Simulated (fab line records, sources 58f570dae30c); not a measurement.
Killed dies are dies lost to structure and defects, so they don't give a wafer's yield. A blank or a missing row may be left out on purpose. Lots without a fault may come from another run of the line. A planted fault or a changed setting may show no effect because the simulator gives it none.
Which tool did it? | flow berkeley_cmos170 | 14 lots, 42 wafers sampled, at 4 steps of a route of 331

WHAT THE GAUGES READ, wafer by wafer
UCB170_M3_CD_MEAS_15: target cd 700 nm. Usual: cd_nm 699.9 nm, standard deviation 1.2.
lot  | measured     | on        | cd_nm (nm)        | flag
L462 | day 9 16:53  | cd_sem-02 | 700.0 698.3 700.0 |
L463 | day 9 17:08  | cd_sem-02 | 697.9 699.1 697.4 |
L464 | day 9 17:36  | cd_sem-02 | 700.8 701.1 700.4 |
L467 | day 9 17:18  | cd_sem-02 | 700.5 700.8 700.3 |
L468 | day 10 12:47 | cd_sem-01 | 700.1 700.7 699.6 |
L469 | day 10 13:04 | cd_sem-01 | 700.5 700.6 700.5 |
L480 | day 12 19:37 | cd_sem-02 | 700.2 700.6 700.6 |
L481 | day 12 19:12 | cd_sem-02 | 699.0 698.7 698.5 |
L482 | day 12 19:04 | cd_sem-01 | 699.3 698.6 699.1 |
L484 | day 13 03:00 | cd_sem-01 | 699.8 699.9 698.5 |
L483 | day 13 02:50 | cd_sem-02 | 699.6 699.3 699.0 |
L485 | day 13 10:56 | cd_sem-01 | 701.2 701.7 701.4 |

UCB170_M3_OVL_MEAS_16. Usual: M3_OVL -1 nm, standard deviation 5.2.
lot  | measured     | on         | M3_OVL (nm) | flag
L462 | day 9 16:59  | overlay-01 | 3 -2 -4     |
L463 | day 9 17:15  | overlay-01 | -5 -4 0     |
L464 | day 9 17:42  | overlay-02 | -10 -3 -9   |
L467 | day 9 17:25  | overlay-01 | 8 0 4       |
L468 | day 10 12:53 | overlay-02 | 0 -4 -6     |
L469 | day 10 13:10 | overlay-02 | 4 3 -1      |
L480 | day 12 19:42 | overlay-02 | -6 -15 -7   |
L481 | day 12 19:19 | overlay-01 | -3 -9 -1    |
L482 | day 12 19:11 | overlay-02 | -3 5 5      |
L484 | day 13 03:06 | overlay-02 | -7 -3 -8    |
L483 | day 13 02:58 | overlay-01 | -3 -6 5     |
L485 | day 13 11:02 | overlay-01 | 7 2 3       |

WHICH TOOL RAN EACH LOT (tool, then ch and the chambers of the sampled wafers, then the start)
lot  | UCB170_NWELL_DEVELOP_11          | UCB170_V2_CMP_02
L462 | litho_track-04 ch 0, day 2 11:00 | cmp-01 ch 0,1,2, day 9 09:05
L463 | litho_track-04 ch 0, day 2 16:00 | cmp-01 ch 0,1,2, day 9 09:27
L464 | litho_track-04 ch 0, day 3 03:00 | cmp-01 ch 0,1,3, day 9 10:09
L467 | litho_track-04 ch 0, day 3 14:00 | cmp-02 ch 0,1,3, day 9 10:15
L468 | litho_track-04 ch 0, day 3 20:00 | cmp-02 ch 1,2,3, day 10 05:20
L469 | litho_track-02 ch 0, day 4 03:00 | cmp-01 ch 0,1,2, day 10 05:10
L470 | litho_track-04, day 4 04:00      | -
L471 | litho_track-02, day 4 04:00      | -
L480 | litho_track-04 ch 0, day 6 08:00 | cmp-02 ch 0,1,2, day 12 14:25
L481 | litho_track-02 ch 0, day 6 08:00 | cmp-01 ch 1,2,3, day 12 13:55
L482 | litho_track-04 ch 0, day 6 15:00 | cmp-01 ch 1,2, day 12 13:17
L484 | litho_track-02 ch 0, day 7 01:00 | cmp-02 ch 2,3, day 12 21:56
L483 | litho_track-02 ch 0, day 7 01:00 | cmp-01 ch 0,1,2, day 12 21:46
L485 | litho_track-01 ch 0, day 7 08:00 | cmp-01 ch 2,3, day 13 06:04
- UCB170_NWELL_DEVELOP_11: develop time 45 s.
- UCB170_V2_CMP_02: polishes SiO2.

WHAT THE TOOLS THEMSELVES READ (means of the sampled wafers that have a number; where no wafer has one, the mark that the record gives instead)
UCB170_NWELL_DEVELOP_11. Usual: chill_plate_temp_C 23.01 C, standard deviation 0.1.
lot  | tool           | chill_plate_temp_C (C) | flag
L462 | litho_track-04 | 23.10                  |
L463 | litho_track-04 | 22.95                  |
L464 | litho_track-04 | 23.09                  |
L467 | litho_track-04 | 22.98                  |
L468 | litho_track-04 | 23.15                  |
L469 | litho_track-02 | 22.98                  |
L470 | litho_track-04 | -                      | OFF
L471 | litho_track-02 | -                      | OFF
L480 | litho_track-04 | 22.92                  |
L481 | litho_track-02 | 23.08                  |
L482 | litho_track-04 | 23.05                  |
L484 | litho_track-02 | 23.05                  |
L483 | litho_track-02 | 22.92                  |
L485 | litho_track-01 | 23.14                  |

UCB170_V2_CMP_02. Usual: motor_current_A 15.7 A, standard deviation 1.2; platen_rpm 60.00 rpm, standard deviation 0.037.
lot  | tool   | motor_current_A (A) | platen_rpm (rpm) | flag
L462 | cmp-01 | 16.5                | 60.01            |
L463 | cmp-01 | 16.0                | 60.00            |
L464 | cmp-01 | 15.5                | 59.94            |
L467 | cmp-02 | 15.6                | 59.98            |
L468 | cmp-02 | 16.1                | 60.01            |
L469 | cmp-01 | 16.5                | 60.03            |
L480 | cmp-02 | 14.9                | 60.01            |
L481 | cmp-01 | 15.9                | 60.01            |
L482 | cmp-01 | 16.3                | 60.03            |
L484 | cmp-02 | 16.2                | 59.99            |
L483 | cmp-01 | 16.6                | 60.00            |
L485 | cmp-01 | 15.5                | 59.99            |

THE ANSWER, worked out from the rows above alone
Rule: a lot is off if the mean of its wafers that have a number lies more than 3 standard deviations from the usual mean. A lot without any number at a reading at which 4 lots or more have one is off too. The other lots that the step has rows for count as sound. The gauges are gone through in route order, then the tools' own readings, and for those a lot's mean is taken as printed above. The first step at which some lot is off is used, and at that step the reading that is off furthest; a lot without a number counts as furthest.
Off: L470, L471, at UCB170_NWELL_DEVELOP_11 (chill_plate_temp_C). Without a number there: L470, L471.
A tool fits if, at that step or a process step before it, it ran every lot that is off, and no sound lot after the first of them. None of those tried fits.

WHAT THE SIMULATOR HAD PUT IN
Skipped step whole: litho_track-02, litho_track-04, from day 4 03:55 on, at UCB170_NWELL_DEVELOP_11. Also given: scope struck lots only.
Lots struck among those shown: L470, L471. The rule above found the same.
